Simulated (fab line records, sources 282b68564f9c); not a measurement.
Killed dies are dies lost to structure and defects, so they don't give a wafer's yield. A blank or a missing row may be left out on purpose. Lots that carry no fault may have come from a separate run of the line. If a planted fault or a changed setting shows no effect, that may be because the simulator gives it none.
Comparing a struck lot with a sound one / flow rit cmos / 21 out of 202 route steps
Sound: these wafers, L748.3, L748.5, L748.6. The struck wafers were L751.2, L751.4, L751.5. The cause comes at the end.
At each step with rows: each side's tool, then ch and its chambers, then its first start. Under that, the readings that differ: sound wafers / struck wafers / difference of the means / sigmas: that difference in standard deviations of wafers without a fault.
alike: words and numbers the same on both sides, and readings whose means are apart by under 2 such deviations; not compared: readings that were withheld, readings missing a value for some wafer, numbers with overlapping values and no deviation given by the record, and bounds like >300 which may hide the same value.
Wherever a step has rows on one side only, a row that says differs or no value, or a row with sigmas, the two part there. When numbers do not overlap yet have no deviation, they are printed without sigmas and do not part them. Lack of a reading on every wafer of one side parts them only where that side has two or more wafers.

first, 2 steps without rows for these wafers: RIT_NLDD_HMDS_00 (prime time 60 s); RIT_NLDD_COAT_01 (resist thk 1000 nm).
RIT_NLDD_SOFTBAKE_02: time 62.18 s.
  sound on litho track-01 ch 0, day 5 01:20; struck on litho track-01 ch 0, day 5 17:09
  alike: exhaust pa, plate sensor t centre C, plate sensor t edge C
then, 3 steps without rows for these wafers: RIT_NLDD_EXPOSE_03 (exposes mask M7, target cd 40700 nm); RIT_NLDD_PEB_04; RIT_NLDD_DEVELOP_05 (develop time 50 s).
RIT_NLDD_OVL_MEAS_06:
  sound on overlay-01, day 5 01:58; struck on overlay-02, day 5 17:48
reading=NLDD_OVL (nm); sound=-4.1 -2.8 -2.8; struck=1.3 0.6 2.1; difference=+4.6; sigmas=+3
then, 2 steps without rows for these wafers: RIT_NLDD_HARDBAKE_07 (time 60 s); RIT_NLDD_IMPLANT_08.
RIT_NLDD_STRIP_09: strips in O2, time 180 s.
  sound on plasma asher-02 ch 0,1, day 5 02:21; struck on plasma asher-04 ch 0,1, day 5 18:08
  alike: drypump motor current A
  not compared: rf hours counter h
RIT_NLDD_TW_MEAS_10:
  sound on film metro-01, day 5 02:29; struck on film metro-03, day 5 18:19
  alike: NLDD_TW
then, 1 step without rows for these wafers: RIT_PLDD_HMDS_00 (prime time 60 s).
RIT_PLDD_COAT_01: resist thk 1000 nm.
  sound on litho track-02 ch 0, day 5 02:44; struck on litho track-02 ch 0, day 5 18:32
reading=model.NOVOLAK_of_PLDD_COAT_01.thk nm (nm); sound=998.1 996.8 999; struck=903.3 903.8 906.5; difference=-93.4; sigmas=
  alike: exhaust pa
then, 4 steps without rows for these wafers: RIT_PLDD_SOFTBAKE_02 (time 60 s); RIT_PLDD_EXPOSE_03 (exposes mask M8, target cd 40900 nm); RIT_PLDD_PEB_04; RIT_PLDD_DEVELOP_05 (develop time 50 s).
RIT_PLDD_OVL_MEAS_06:
  sound on overlay-02, day 5 03:31; struck on overlay-01, day 5 19:14
  alike: PLDD_OVL
RIT_PLDD_HARDBAKE_07: time 60 s.
  sound on litho track-03 ch 0, day 5 03:35; struck on litho track-03 ch 0, day 5 19:17
reading=model.NOVOLAK_of_PLDD_COAT_01.thk nm (nm); sound=882.2 880.9 882.9; struck=799.2 799.6 801.9; difference=-81.8; sigmas=
  alike: exhaust pa
following that, these wafers have no rows for 1 step: RIT_PLDD_IMPLANT_08.
RIT_M1_PROBE_99:
  sound on prober-02, day 5 18:51; struck on prober-01, day 6 09:23
  alike: killed_at_M0_to_M3, killed at contacts, killed at front end, killed dies, killed open, killed short

## WHERE THEY PART
At RIT_NLDD_OVL_MEAS_06 and nowhere else, as far as this record goes. Later steps at which nothing parts them and some readings are alike: RIT_NLDD_STRIP_09, RIT_NLDD_TW_MEAS_10, RIT_PLDD_COAT_01, RIT_PLDD_OVL_MEAS_06, RIT_PLDD_HARDBAKE_07, RIT_M1_PROBE_99.

WHY: whatever the simulator had introduced
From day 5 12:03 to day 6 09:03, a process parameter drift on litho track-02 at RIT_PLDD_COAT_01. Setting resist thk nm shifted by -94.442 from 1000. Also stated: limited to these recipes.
